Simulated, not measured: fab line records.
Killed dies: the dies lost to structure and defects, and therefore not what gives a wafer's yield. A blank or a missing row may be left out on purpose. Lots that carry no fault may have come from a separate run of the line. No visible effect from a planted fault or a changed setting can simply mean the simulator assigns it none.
Which tool was responsible? :: flow berkeley-cmos170 :: Sampling: 14 lots, 42 wafers, 4 of 331 route steps

WHAT THE GAUGES SHOWED, per wafer
UCB170_CONTACT_CD_MEAS_15: target cd 700 nm.
lot: L857
measured: day 6 16:37
on: cd-sem-01
cd-nm (nm): 702.9 702.6 702.4

lot: L856
measured: day 6 16:52
on: cd-sem-02
cd-nm (nm): 703.5 702.3 702.9

lot: L859
measured: day 7 16:09
on: cd-sem-01
cd-nm (nm): 700.6 699.3 698.6

lot: L861
measured: day 7 17:55
on: cd-sem-01
cd-nm (nm): 698.8 700.1 698.4

lot: L862
measured: day 7 18:04
on: cd-sem-01
cd-nm (nm): 701.0 700.6 701.4

lot: L863
measured: day 8 03:20
on: cd-sem-01
cd-nm (nm): 700.7 702.3 702.3

lot: L866
measured: day 8 21:58
on: cd-sem-01
cd-nm (nm): 701.2 701.6 701.2

lot: L864
measured: day 8 22:32
on: cd-sem-02
cd-nm (nm): 699.5 699.3 699.2

lot: L869
measured: day 9 22:46
on: cd-sem-02
cd-nm (nm): 699.9 698.5 699.8

lot: L870
measured: day 9 22:59
on: cd-sem-02
cd-nm (nm): 699.3 700.7 700.4

lot: L875
measured: day 10 13:04
on: cd-sem-02
cd-nm (nm): 699.4 699.7 700.6

lot: L876
measured: day 10 20:56
on: cd-sem-02
cd-nm (nm): 699.9 700.6 697.6

lot: L878
measured: day 11 14:17
on: cd-sem-01
cd-nm (nm): 699.6 697.8 699.8

lot: L877
measured: day 11 16:34
on: cd-sem-01
cd-nm (nm): 699.4 699.5 700.0

UCB170_M3_THK_MEAS_03: measures by xrf.
lot: L857
measured: day 7 10:00
on: film-metro-01
M3_AL_THK (nm): 879 894 892

lot: L856
measured: day 7 10:34
on: film-metro-01
M3_AL_THK (nm): 878 873 870

lot: L859
measured: day 8 06:28
on: film-metro-02
M3_AL_THK (nm): 880 887 880

lot: L861
measured: day 8 10:52
on: film-metro-01
M3_AL_THK (nm): 880 877 869

lot: L862
measured: day 8 10:38
on: film-metro-02
M3_AL_THK (nm): 911 906 904

lot: L863
measured: day 8 22:28
on: film-metro-03
M3_AL_THK (nm): 901 896 892

lot: L866
measured: day 9 12:34
on: film-metro-03
M3_AL_THK (nm): 884 886 882

lot: L864
measured: day 9 14:20
on: film-metro-03
M3_AL_THK (nm): 889 891 896

lot: L869
measured: day 10 14:26
on: film-metro-01
M3_AL_THK (nm): 894 906 899

lot: L870
measured: day 10 15:02
on: film-metro-03
M3_AL_THK (nm): 913 905 901

lot: L875
measured: day 11 07:31
on: film-metro-02
M3_AL_THK (nm): 901 906 911

lot: L876
measured: day 11 13:08
on: film-metro-03
M3_AL_THK (nm): 922 903 916

lot: L878
measured: day 12 08:46
on: film-metro-01
M3_AL_THK (nm): 896 890 889

lot: L877
measured: day 12 09:44
on: film-metro-02
M3_AL_THK (nm): 892 910 901

UCB170_M3_BOW_MEAS_20.
lot: L857
measured: day 7 12:42
on: film-metro-01
M3_BOW (um): 50 44 32

lot: L856
measured: day 7 13:23
on: film-metro-03
M3_BOW (um): 36 30 42

lot: L859
measured: day 8 08:58
on: film-metro-02
M3_BOW (um): 40 32 30

lot: L861
measured: day 8 13:38
on: film-metro-02
M3_BOW (um): 29 30 34

lot: L862
measured: day 8 13:24
on: film-metro-01
M3_BOW (um): 29 36 35

lot: L863
measured: day 9 01:44
on: film-metro-01
M3_BOW (um): 40 31 35

lot: L866
measured: day 9 15:48
on: film-metro-01
M3_BOW (um): 50 33 25

lot: L864
measured: day 9 17:10
on: film-metro-02
M3_BOW (um): 41 40 33

lot: L869
measured: day 10 18:02
on: film-metro-03
M3_BOW (um): 26 37 23

lot: L870
measured: day 10 18:42
on: film-metro-03
M3_BOW (um): 44 45 41

lot: L875
measured: day 11 10:26
on: film-metro-02
M3_BOW (um): 28 28 37

lot: L876
measured: day 11 15:38
on: film-metro-02
M3_BOW (um): 30 27 38

lot: L878
measured: day 12 13:22
on: film-metro-02
M3_BOW (um): 40 40 45

lot: L877
measured: day 12 14:05
on: film-metro-01
M3_BOW (um): 25 30 35

WHAT TOOL EACH LOT RAN ON (gives the tool, then ch and the chambers of the sampled wafers, and finally the start)
lot: L857
UCB170_V2_CMP_02: cmp-02 ch 0,1,2, day 7 06:23

lot: L856
UCB170_V2_CMP_02: cmp-01 ch 1,2, day 7 07:40

lot: L859
UCB170_V2_CMP_02: cmp-01 ch 0,1,3, day 8 03:25

lot: L861
UCB170_V2_CMP_02: cmp-02 ch 0,2,3, day 8 08:39

lot: L862
UCB170_V2_CMP_02: cmp-01 ch 1,2,3, day 8 08:09

lot: L863
UCB170_V2_CMP_02: cmp-02 ch 2,3, day 8 18:06

lot: L866
UCB170_V2_CMP_02: cmp-02 ch 1,2, day 9 10:05

lot: L864
UCB170_V2_CMP_02: cmp-02 ch 0,1,3, day 9 11:08

lot: L869
UCB170_V2_CMP_02: cmp-01 ch 1,2, day 10 11:49

lot: L870
UCB170_V2_CMP_02: cmp-01 ch 0,3, day 10 12:25

lot: L875
UCB170_V2_CMP_02: cmp-02 ch 0,2, day 11 04:28

lot: L876
UCB170_V2_CMP_02: cmp-02 ch 2,3, day 11 10:34

lot: L878
UCB170_V2_CMP_02: cmp-02 ch 0,1, day 12 06:17

lot: L877
UCB170_V2_CMP_02: cmp-02 ch 1,2,3, day 12 06:44
- UCB170_V2_CMP_02: polishes SiO2.

AS READ BY THE TOOLS THEMSELVES (means over the sampled wafers that have a number; for cases with no such wafer, the mark the record gives instead)
UCB170_V2_CMP_02.
lot: L857
tool: cmp-02
motor-current-A (A): 14.6
slurry-filter-dp-kPa (kPa): 13.56

lot: L856
tool: cmp-01
motor-current-A (A): 16.5
slurry-filter-dp-kPa (kPa): 13.44

lot: L859
tool: cmp-01
motor-current-A (A): 17.0
slurry-filter-dp-kPa (kPa): 13.53

lot: L861
tool: cmp-02
motor-current-A (A): 15.0
slurry-filter-dp-kPa (kPa): 13.47

lot: L862
tool: cmp-01
motor-current-A (A): 16.7
slurry-filter-dp-kPa (kPa): 13.50

lot: L863
tool: cmp-02
motor-current-A (A): 13.8
slurry-filter-dp-kPa (kPa): 13.61

lot: L866
tool: cmp-02
motor-current-A (A): 13.4
slurry-filter-dp-kPa (kPa): 13.53

lot: L864
tool: cmp-02
motor-current-A (A): 14.5
slurry-filter-dp-kPa (kPa): 13.56

lot: L869
tool: cmp-01
motor-current-A (A): 16.5
slurry-filter-dp-kPa (kPa): 13.41

lot: L870
tool: cmp-01
motor-current-A (A): 18.3
slurry-filter-dp-kPa (kPa): 13.44

lot: L875
tool: cmp-02
motor-current-A (A): 15.3
slurry-filter-dp-kPa (kPa): 13.42

lot: L876
tool: cmp-02
motor-current-A (A): 14.0
slurry-filter-dp-kPa (kPa): 13.43

lot: L878
tool: cmp-02
motor-current-A (A): 15.3
slurry-filter-dp-kPa (kPa): 13.46

lot: L877
tool: cmp-02
motor-current-A (A): 14.2
slurry-filter-dp-kPa (kPa): 13.42

THE ANSWER, worked out from the rows above alone
Rule: usual is defined by the lots themselves. Put in order of their means at a reading, lots are off if they are a third of the lots or fewer, leave a main group of 4 or more, and stand apart from it by a gap of 3 or more times the standard deviation of the main group's means; of several such gaps the widest counts. A main group whose means are all the same, to the digits that the tables above print for the reading, isn't used. A lot without any number at a reading at which 4 lots or more have one is off too. All remaining lots with rows at the step are treated as sound. Order of review: gauges by route order, followed by the tools' own readings, for which a lot's mean as printed above is used. At the first step where some lot is off, the reading lying furthest off is the one used; lots without a number count as furthest.
Nothing can be told from this: no lot is off at any reading shown.

WHAT WAS PUT IN BY THE SIMULATOR
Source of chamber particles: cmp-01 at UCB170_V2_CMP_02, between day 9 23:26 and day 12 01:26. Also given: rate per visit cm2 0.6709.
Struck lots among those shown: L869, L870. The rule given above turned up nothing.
